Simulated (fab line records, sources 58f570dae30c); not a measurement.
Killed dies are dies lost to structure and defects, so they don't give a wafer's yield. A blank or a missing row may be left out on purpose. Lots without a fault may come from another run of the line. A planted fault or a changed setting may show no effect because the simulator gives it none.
Chamber matching | flow berkeley_cmos170 | UCB170_SPACER_CVD_00 on pecvd-01: 3 sister chambers
The step deposits SiO2 from TEOS/O2, target thk 376 nm, time 47 s. 14 wafers are shown with their chamber, then 7 later ones without.

WAFERS WITH THEIR CHAMBER
wafer  | chamber | heater_power_w (W) | rf_fwd_power_W (W) | susceptor_temp_C (C)
L446.4 | 1       | 322                | 543.9              | 390.23
L446.5 | 2       | 168                | 547.2              | 390.33
L446.6 | 0       | 219                | 541.5              | 389.95
L450.2 | 1       | 404                | 542.8              | 389.81
L450.3 | 0       | 208                | 543.1              | 389.96
L450.4 | 1       | 290                | 542.1              | 390.00
L451.1 | 0       | 207                | 541.9              | 389.89
L451.4 | 1       | 377                | 544.6              | 390.28
L451.5 | 2       | 166                | 544.3              | 390.10
L458.1 | 0       | 181                | 544.7              | 389.84
L458.3 | 2       | 217                | 547.5              | 390.16
L458.6 | 2       | 231                | 545.6              | 389.89
L461.2 | 2       | 237                | 547.1              | 389.76
L461.3 | 1       | 383                | 543.0              | 390.05

SIGNATURES (means of the wafers above)
reading          | chamber 0 | chamber 1 | chamber 2 | scatter within a chamber
heater_power_w   | 203.75    | 355.20    | 203.80    | 36.3
rf_fwd_power_W   | 542.800   | 543.280   | 546.340   | 1.26
susceptor_temp_C | 389.9100  | 390.0740  | 390.0480  | 0.18
Rule: a wafer's distance from a chamber is the root of the sum, over the readings, of the square of ((its reading less the chamber's mean) divided by the reading's scatter). The wafer belongs to the nearest chamber; if the next one is less than 2 further off, it can't be placed. The scatter: the root of (the sum of the squares of (reading less its chamber's mean) over the shown wafers, divided by (wafers less chambers)).

WAFERS WITHOUT THEIR CHAMBER
wafer  | heater_power_w (W) | rf_fwd_power_W (W) | susceptor_temp_C (C)
L461.4 | 388                | 542.6              | 389.84
L464.3 | 224                | 541.2              | 390.08
L464.4 | 238                | 543.9              | 390.24
L464.6 | 297                | 542.3              | 390.23
L469.2 | 155                | 543.2              | 389.97
L469.4 | 209                | 545.1              | 390.28
L469.6 | 172                | 543.0              | 389.97

WHICH CHAMBER EACH WENT THROUGH
wafer  | from the rows above          | in truth
L461.4 | 1                            | 1
L464.3 | 0                            | 0
L464.4 | can't be placed: 0 or 2 or 1 | 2
L464.6 | can't be placed: 1 or 0      | 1
L469.2 | can't be placed: 0 or 2      | 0
L469.4 | can't be placed: 2 or 0      | 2
L469.6 | can't be placed: 0 or 2      | 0
Placed correctly: 2 of 7. Can't be placed from these rows: 5 (the true chamber is among the candidates in 5). Placed wrongly: 0.
